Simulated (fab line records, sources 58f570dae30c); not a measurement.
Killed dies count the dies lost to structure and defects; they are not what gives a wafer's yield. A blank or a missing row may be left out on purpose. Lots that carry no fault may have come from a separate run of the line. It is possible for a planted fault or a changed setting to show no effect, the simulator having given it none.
The same fault as seen by 2 desks + flow berkeleyCmos170 + every desk sees just its own numbers, and what lay behind them comes last

## AT THE TOOL OWNER'S DESK: krfScanner-01
The tool's own readings at UCB170_CONTACT_EXPOSE_12 (exposes mask CONT, target cd 700 nm): means of the sampled wafers that have a number, for each lot that ran on this tool. A lot is out of limits, marked OUT, if its mean lies more than 4 standard deviations from the usual mean; the brackets give that distance.
Columns: A = stageVelMmS at UCB170_CONTACT_EXPOSE_12, usual 499.98 mm/s
| lot  | first seen here | A      |
|------|-----------------|--------|
| L779 | day 7 11:17     | 500.00 |
| L780 | day 7 17:25     | 499.88 |
| L782 | day 7 19:10     | 500.08 |
| L786 | day 9 03:41     | 499.86 |
| L789 | day 9 13:59     | 500.12 |
| L792 | day 10 17:01    | 500.00 |
| L795 | day 11 02:25    | 500.20 |
| L796 | day 11 02:44    | 499.97 |
| L797 | day 11 13:40    | 499.95 |
This desk found nothing out of limits on any of the 9 lots.

## THE METROLOGY DESK
Means of the sampled wafers that have a number, per lot and without regard to the tool the lot ran on: this is what the gauges read. A lot is out of limits, marked OUT, if its mean lies more than 4 standard deviations from the usual mean; the brackets give that distance.
Columns: A = CONTACT_OVL at UCB170_CONTACT_OVL_MEAS_16, usual 3 nm; B = M1_AL_THK at UCB170_M1_THK_MEAS_02, usual 605 nm; C = cdNm at UCB170_M1_CD_MEAS_09, usual 700.3 nm
| lot  | first seen here | A              | B   | C     |
|------|-----------------|----------------|-----|-------|
| L776 | day 6 20:19     | 2              | 609 | 699.7 |
| L777 | day 7 09:41     | 4              | 606 | 701.5 |
| L779 | day 7 12:10     | 1              | 602 | 701.5 |
| L780 | day 7 18:00     | -2             | 605 | 699.4 |
| L781 | day 7 18:32     | 3              | 601 | 702.1 |
| L782 | day 7 19:41     | 4              | 619 | 700.1 |
| L786 | day 9 04:11     | -3             | 601 | 697.2 |
| L788 | day 9 14:07     | 6              | 608 | 700.2 |
| L789 | day 9 14:29     | 2              | 615 | 698.7 |
| L790 | day 10 06:02    | 7              | 608 | 702.1 |
| L792 | day 10 17:31    | -122 (-22) OUT | 606 | 701.9 |
| L793 | day 10 19:04    | 3              | 603 | 699.8 |
| L795 | day 11 02:55    | -122 (-22) OUT | 609 | 700.5 |
| L796 | day 11 03:14    | -124 (-22) OUT | 603 | 699.5 |
| L797 | day 11 14:28    | -126 (-22) OUT | 598 | 699.5 |
| L798 | day 12 03:58    | 7              | 610 | 697.9 |
Finding of this desk: L792, L795, L796, L797 out of limits, first seen on L792 at day 10 17:31 (CONTACT_OVL at UCB170_CONTACT_OVL_MEAS_16). L776, L777, L779, L780, L781, L782, L786, L788, L789, L790, L793, L798: within limits.

## PUT TOGETHER
On L792, L795, L796, L797, the metrology desk was in a position to raise an alarm at day 10 17:31.
The tool owner's desk saw nothing out of limits.
The tool owner's desk has L792, L795, L796, L797 on record, within its limits.
All the named lots went through UCB170_CONTACT_EXPOSE_12 on krfScanner-01.

## WHAT HAD BEEN PUT IN BY THE SIMULATOR
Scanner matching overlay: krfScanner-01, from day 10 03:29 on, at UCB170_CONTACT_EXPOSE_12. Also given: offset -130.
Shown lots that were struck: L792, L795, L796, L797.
Per desk, hours elapsed from the start of the fault to the first reading out of limits: for the metrology desk, 14.
